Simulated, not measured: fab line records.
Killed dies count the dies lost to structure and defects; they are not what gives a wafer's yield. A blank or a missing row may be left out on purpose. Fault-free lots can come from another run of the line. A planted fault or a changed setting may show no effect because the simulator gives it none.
Problem report, 8D (eight disciplines) form, completed by code | flow berkeley cmos170 | the parts of the form that need people (team, actions taken, sign-off) are left out

== 1. THE ISSUE ==
cd nm at UCB170_M3_CD_MEAS_90 reads a mean of 675 nm on 5 wafers of 3 lots; wafers without a fault read 699 nm with a standard deviation of 3.6. That puts it -6.6 standard deviations away from the usual mean.
The step: target cd 700 nm.
The first sign was on wafer L175.2 at day 11 11:00, on cd sem-01. The record has a number at this step for 45 wafers belonging to 15 lots. By rule, "out" or "out of limits" means more than 4 standard deviations away from the usual mean. All remaining wafers that have a number are taken as sound.

== 2. WHAT IT IS AND WHAT IT IS NOT ==
question                    | is                                     | is not
which readings at this step | cd nm                                  | -
which lots                  | L175, L178, L181                       | L160, L161, L162, L163, L166, L168, L172, L173, L176, L177, L182, L183
which wafers of those lots  | L175.2, L175.5, L178.3, L181.2, L181.5 | L175.1, L178.4, L178.5, L181.6
read on which gauges        | cd sem-01                              | cd sem-02
when                        | from day 11 11:00                      | up to then (28 sound wafers); but 12 sound wafers of L177, L178, L181, L182, L183 came after

== 3. WHAT RULES OUT EACH SUSPECT ==
Counting: any tool at a process step up to the reading remains a suspect provided it ran every lot that is out. Sound lots after the first of them don't rule it out here, since some wafers of a struck lot are sound.
- the gauge at UCB170_M3_CD_MEAS_90 has been ruled out. All the wafers that are out were read on cd sem-01, but those of them that UCB170_M3_STRIP_19 has rows for are out there too, on other tools.
- rie metal-01 at UCB170_M3_METAL_ETCH_18 (etches Al in Cl2/BCl3, stops on SiO2, target depth 1170 nm, time 195 s): kept. Ran every lot that is out, first one L175 (day 11 10:29); last sound lot up to then L173 (day 10 11:52).
- Within rie metal-01 at UCB170_M3_METAL_ETCH_18, the wafers that are out were processed in chamber 1 and their sound lot-mates in chamber 0.
The count leaves rie metal-01 at UCB170_M3_METAL_ETCH_18.

== 4. THE CAUSE (what the simulator had put in) ==
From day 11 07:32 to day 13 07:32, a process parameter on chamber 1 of rie metal-01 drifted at UCB170_M3_METAL_ETCH_18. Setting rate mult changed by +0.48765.
After counting, this tool was the only one left.

== 5. THE EFFECT CHAIN, in route order ==
Rows list readings where the struck wafers' mean (over those with a number) sits beyond 3 standard deviations from the usual. Scope: only readings with a usual standard deviation given in the record; hours: median across lots of the time from each lot's start at the first step in this table that gives one to its start at this step; sigmas: change in usual standard deviations.
hours | step                 | reading        | usual      | on struck wafers | change | sigmas
0     | UCB170_M3_STRIP_19   | oes product au | 0.539 a.u. | 0.311            | -0.228 | -11
0     | UCB170_M3_CD_MEAS_90 | cd nm          | 699 nm     | 675              | -24    | -6.6
It contains these process steps:
- UCB170_M3_STRIP_19: strips in O2.

== 6. HOW IT WOULD HAVE BEEN CAUGHT EARLIER ==
In this record the first reading out of limits at a measuring or inspecting step was taken at day 11 11:00, 3 hours after the fault began at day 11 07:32.
Tool readings at UCB170_M3_METAL_ETCH_18 with a usual standard deviation given in the record: none out on any struck wafer, hence no alarm at a limit of 4 standard deviations on them.
Among the 3 lots that are out, L178, L181 began UCB170_M3_METAL_ETCH_18 on rie metal-01 after day 11 11:00. A hold on the tool at that time would have spared those 2.
